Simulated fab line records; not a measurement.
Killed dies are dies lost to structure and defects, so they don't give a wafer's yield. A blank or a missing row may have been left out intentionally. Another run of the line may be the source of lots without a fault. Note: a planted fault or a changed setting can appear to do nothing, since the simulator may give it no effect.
Code-filled problem report in 8D (eight disciplines) form    flow rit_cmos    the parts of the form that need people (team, actions taken, sign-off) are left out

1. THE PROBLEM
Mean of developer_temp_C at RIT_PSD_DEVELOP_05: 23.90 C across 6 wafers in 2 lots; on wafers with no fault it is 23.01 C (standard deviation 0.12). That puts it +7.4 standard deviations away from the usual mean.
The step: develop time 50 s.
The first sign was on wafer L455.1 at day 5 05:00, on litho_track-01. Wafers with a number at this step in the record: 36, from 12 lots. By rule, "out" or "out of limits" means more than 4 standard deviations away from the usual mean. The rest of the wafers with a number are treated as sound.

2. WHAT IT IS; WHAT IT IS NOT
question                     is                      is not
which readings at this step  developer_temp_C        -
which lots                   L455, L459              L446, L447, L448, L449, L450, L451, L460, L462, L466, L468
which wafers of those lots   all that have a number  -
read on which tools          litho_track-01          litho_track-02, litho_track-04
when                         from day 5 05:00        up to then (18 sound wafers); but 12 sound wafers of L460, L462, L466, L468 came after

3. SUSPECTS, AND WHAT RULES EACH OUT
Counting: a tool stays on the suspect list if, at a process step up to the reading, it processed all lots that are out and no sound lot following the first of them.
- litho_track-01 at RIT_PSD_DEVELOP_05 (develop time 50 s): kept. It ran every lot that is out, first L455 (day 5 05:00), and no sound lot after that; its last sound lot up to then is L450 (day 4 02:00). Its own readings are out on those wafers: developer_temp_C.
The count leaves litho_track-01 at RIT_PSD_DEVELOP_05.

4. THE CAUSE (what the simulator had put in)
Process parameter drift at RIT_PSD_DEVELOP_05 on litho_track-01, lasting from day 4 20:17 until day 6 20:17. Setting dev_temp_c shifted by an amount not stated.
The count eliminated every tool but this one.

5. SEQUENCE OF EFFECTS, ordered by route
One row per reading whose mean, taken over the struck wafers that have a number, lies over 3 standard deviations from the usual. Only readings whose record carries a usual standard deviation are examined. hours: median over the lots of the time between each lot's start at the first step of this table that gives one and its start at this step. sigmas: the change, counted in usual standard deviations.
hours  step                reading           usual    on struck wafers  change  sigmas
0      RIT_PSD_DEVELOP_05  developer_temp_C  23.01 C  23.90             +0.89   +7.4
Process steps it contains:
- RIT_PSD_DEVELOP_05: develop time 50 s.
Later measuring or inspecting steps at which every struck wafer that the step has a row for has a number for every such reading, and none has moved that far: RIT_M1_OVL_MEAS_10.

6. WHAT WOULD HAVE CAUGHT IT SOONER
In this record the first reading out of limits was taken at day 5 05:00, 9 hours after the fault began at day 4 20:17.
